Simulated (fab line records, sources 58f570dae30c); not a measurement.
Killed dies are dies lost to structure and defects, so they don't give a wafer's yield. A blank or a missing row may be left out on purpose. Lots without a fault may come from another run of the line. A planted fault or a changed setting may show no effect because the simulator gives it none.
A struck lot beside a sound one | flow berkeley_cmos170 | 16 steps out of a route of 331
Sound: wafers L291.2, L291.5, L291.6. Struck: wafers L301.2, L301.4, L301.6. The cause comes at the end.
At each step with rows: each side's tool, then ch and its chambers, then its first start. Under that, the readings that differ: sound wafers | struck wafers | difference of the means | sigmas: that difference in standard deviations of wafers without a fault.
alike: readings whose means differ by less than 2 such deviations, and words and numbers that are the same on both sides. not compared: withheld readings, readings that some wafer has no value for, bounds like >300 that may hide the same value, and numbers for which the record gives no deviation and whose values overlap.
The two part at a step that has a row with sigmas, a row that says differs or no value, or rows on one side only. Numbers that don't overlap but have no deviation are shown without sigmas and don't part them. A reading that every wafer of one side lacks parts them only if that side has two wafers or more.

first, 2 steps without rows for these wafers: UCB170_V2_PEB_10; UCB170_V2_DEVELOP_11 (develop time 45 s).
UCB170_V2_CD_MEAS_12: target cd 700 nm.
  sound on cd_sem-01, day 9 07:38; struck on cd_sem-02, day 10 12:26
  alike: cd_nm
UCB170_V2_OVL_MEAS_13:
  sound on overlay-02, day 9 07:45; struck on overlay-01, day 10 12:32
  reading     | sound     | struck | difference | sigmas
  V2_OVL (nm) | -5 -10 -4 | 5 3 4  | +10        | +2
UCB170_V2_ETCH_14: etches SiO2 in CHF3/CF4/Ar, stops on Al, target depth 1250 nm, time 291 s.
  sound on rie_diel-02 ch 0,1,3, day 9 07:47; struck on rie_diel-03 ch 1,3, day 10 12:34
  alike: drypump_motor_current_A, oes_product_au, throttle_valve_pct
  not compared: rf_hours_counter_h
UCB170_V2_STRIP_15: strips in O2.
  sound on plasma_asher-03 ch 0,1, day 9 07:58; struck on plasma_asher-03 ch 0,1, day 10 12:45
  alike: drypump_motor_current_A, oes_product_au, strip_time_to_endpoint_s
  not compared: rf_hours_counter_h
UCB170_V2_CD_MEAS_90: target cd 700 nm.
  sound on cd_sem-01, day 9 08:05; struck on cd_sem-02, day 10 12:55
  alike: cd_nm
then, 1 step without rows for these wafers: UCB170_M3_PRE_CLEAN_00 (preclean etch time 60 s).
UCB170_M3_SPUTTER_01: material Al, target thk 900 nm, time 120 s.
  sound on pvd_sputter-02, day 9 08:15; struck on pvd_sputter-03, day 10 13:05
  alike: throttle_valve_pct
UCB170_M3_RS_MEAS_02: measures by four-point-probe.
  sound on film_metro-03, day 9 08:21; struck on film_metro-01, day 10 13:11
  alike: M3_AL_RS
UCB170_M3_THK_MEAS_03: measures by xrf.
  sound on film_metro-03, day 9 08:28; struck on film_metro-01, day 10 13:17
  alike: M3_AL_THK
then, 1 step without rows for these wafers: UCB170_M3_HMDS_04 (prime time 60 s).
UCB170_M3_COAT_05: resist thk 900 nm.
  sound on litho_track-02 ch 0, day 9 09:31; struck on litho_track-02 ch 0, day 10 13:40
  reading                             | sound             | struck            | difference | sigmas
  model.KrF_of_M3_COAT_05.thk_nm (nm) | 900.5 904.3 901.4 | 929.3 929.3 928.6 | +27.0      |
then, 1 step without rows for these wafers: UCB170_M3_SOFTBAKE_06 (time 60 s).
UCB170_M3_STRIP_07: strips in O2.
  sound on plasma_asher-04 ch 0,1, day 9 09:47; struck on plasma_asher-02 ch 1, day 10 13:56
  reading                      | sound             | struck            | difference | sigmas
  drypump_motor_current_A (A)  | 5.7 5.7 6.1       | 4.8 4.7 4.8       | -1.1       | -2
  strip_time_to_endpoint_s (s) | 21.98 22.07 22.01 | 22.66 22.67 22.65 | +0.64      | +10
  alike: oes_product_au
  not compared: rf_hours_counter_h
then, 1 step without rows for these wafers: UCB170_M3_STRIP_08 (strips KrF in DMSO, time 600 s).

WHERE THEY PART
First at UCB170_V2_OVL_MEAS_13; last, within this record, at UCB170_M3_STRIP_07.

WHY: what the simulator had put in
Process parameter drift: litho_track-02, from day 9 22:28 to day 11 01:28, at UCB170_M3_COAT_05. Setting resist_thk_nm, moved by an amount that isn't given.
